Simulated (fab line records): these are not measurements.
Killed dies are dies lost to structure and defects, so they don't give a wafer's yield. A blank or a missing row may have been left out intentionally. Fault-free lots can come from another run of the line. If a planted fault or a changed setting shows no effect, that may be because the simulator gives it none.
Matching of chambers :: flow berkeley_cmos170 :: UCB170_V2_CMP_02 on cmp-01 has 4 sister chambers
The step polishes SiO2. 16 wafers are shown with their chamber, then 8 later ones without.

## WAFERS PAIRED WITH THEIR CHAMBERS
wafer: L397.2
chamber: 2
motor_current_A (A): 17.7
slurry_filter_dp_kPa (kPa): 13.42
platen_rpm (rpm): 60.08

wafer: L397.4
chamber: 3
motor_current_A (A): 17.6
slurry_filter_dp_kPa (kPa): 13.55
platen_rpm (rpm): 60.00

wafer: L397.5
chamber: 1
motor_current_A (A): 15.1
slurry_filter_dp_kPa (kPa): 13.53
platen_rpm (rpm): 60.03

wafer: L398.2
chamber: 1
motor_current_A (A): 14.3
slurry_filter_dp_kPa (kPa): 13.57
platen_rpm (rpm): 60.01

wafer: L398.4
chamber: 3
motor_current_A (A): 16.6
slurry_filter_dp_kPa (kPa): 13.68
platen_rpm (rpm): 59.99

wafer: L398.5
chamber: 1
motor_current_A (A): 14.3
slurry_filter_dp_kPa (kPa): 13.59
platen_rpm (rpm): 59.98

wafer: L400.1
chamber: 1
motor_current_A (A): 14.6
slurry_filter_dp_kPa (kPa): 13.20
platen_rpm (rpm): 59.97

wafer: L400.4
chamber: 3
motor_current_A (A): 16.4
slurry_filter_dp_kPa (kPa): 13.62
platen_rpm (rpm): 60.03

wafer: L400.6
chamber: 0
motor_current_A (A): 17.4
slurry_filter_dp_kPa (kPa): 13.62
platen_rpm (rpm): 59.99

wafer: L403.2
chamber: 3
motor_current_A (A): 17.0
slurry_filter_dp_kPa (kPa): 13.73
platen_rpm (rpm): 59.95

wafer: L403.3
chamber: 2
motor_current_A (A): 17.9
slurry_filter_dp_kPa (kPa): 13.55
platen_rpm (rpm): 59.96

wafer: L403.6
chamber: 1
motor_current_A (A): 15.2
slurry_filter_dp_kPa (kPa): 13.43
platen_rpm (rpm): 60.03

wafer: L409.2
chamber: 3
motor_current_A (A): 17.0
slurry_filter_dp_kPa (kPa): 13.70
platen_rpm (rpm): 60.03

wafer: L409.3
chamber: 1
motor_current_A (A): 15.0
slurry_filter_dp_kPa (kPa): 13.46
platen_rpm (rpm): 60.06

wafer: L409.6
chamber: 1
motor_current_A (A): 14.3
slurry_filter_dp_kPa (kPa): 13.54
platen_rpm (rpm): 59.98

wafer: L417.2
chamber: 0
motor_current_A (A): 17.8
slurry_filter_dp_kPa (kPa): 13.70
platen_rpm (rpm): 59.99

SIGNATURES (means of the wafers above)
reading: motor_current_A
chamber 0: 17.600
chamber 1: 14.686
chamber 2: 17.800
chamber 3: 16.920
scatter within a chamber: 0.402

reading: slurry_filter_dp_kPa
chamber 0: 13.6600
chamber 1: 13.4743
chamber 2: 13.4850
chamber 3: 13.6560
scatter within a chamber: 0.108

reading: platen_rpm
chamber 0: 59.9900
chamber 1: 60.0086
chamber 2: 60.0200
chamber 3: 60.0000
scatter within a chamber: 0.039
Rule: for each reading, subtract the chamber's mean from the wafer's reading, divide by that reading's scatter and square the result; add these up over the readings and take the root, which gives the wafer's distance from the chamber. If the next closest chamber is less than 2 further off than the closest, the wafer can't be placed; otherwise it belongs to the closest. The scatter is the square root of a quotient: the sum, over the shown wafers, of each reading's squared deviation from its chamber's mean, divided by wafers minus chambers.

## WAFERS WHOSE CHAMBER IS MISSING
wafer: L417.5
motor_current_A (A): 17.7
slurry_filter_dp_kPa (kPa): 13.40
platen_rpm (rpm): 60.03

wafer: L417.6
motor_current_A (A): 15.8
slurry_filter_dp_kPa (kPa): 13.32
platen_rpm (rpm): 59.97

wafer: L416.2
motor_current_A (A): 16.0
slurry_filter_dp_kPa (kPa): 13.80
platen_rpm (rpm): 60.00

wafer: L416.3
motor_current_A (A): 15.0
slurry_filter_dp_kPa (kPa): 13.42
platen_rpm (rpm): 59.98

wafer: L416.5
motor_current_A (A): 14.3
slurry_filter_dp_kPa (kPa): 13.46
platen_rpm (rpm): 60.00

wafer: L419.2
motor_current_A (A): 18.5
slurry_filter_dp_kPa (kPa): 13.51
platen_rpm (rpm): 60.06

wafer: L419.3
motor_current_A (A): 15.1
slurry_filter_dp_kPa (kPa): 13.38
platen_rpm (rpm): 59.99

wafer: L419.5
motor_current_A (A): 14.8
slurry_filter_dp_kPa (kPa): 13.82
platen_rpm (rpm): 60.00

## CHAMBER TAKEN BY EACH
wafer: L417.5
from the rows above: can't be placed: 2 or 0
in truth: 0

wafer: L417.6
from the rows above: can't be placed: 1 or 3
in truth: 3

wafer: L416.2
from the rows above: can't be placed: 3 or 0 or 1
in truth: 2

wafer: L416.3
from the rows above: 1
in truth: 1

wafer: L416.5
from the rows above: 1
in truth: 1

wafer: L419.2
from the rows above: can't be placed: 2 or 0
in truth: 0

wafer: L419.3
from the rows above: 1
in truth: 1

wafer: L419.5
from the rows above: 1
in truth: 1
Placed correctly: 4 of 8. These rows do not allow placing 4 (true chamber among the candidates in 3). Placed wrongly: 0.
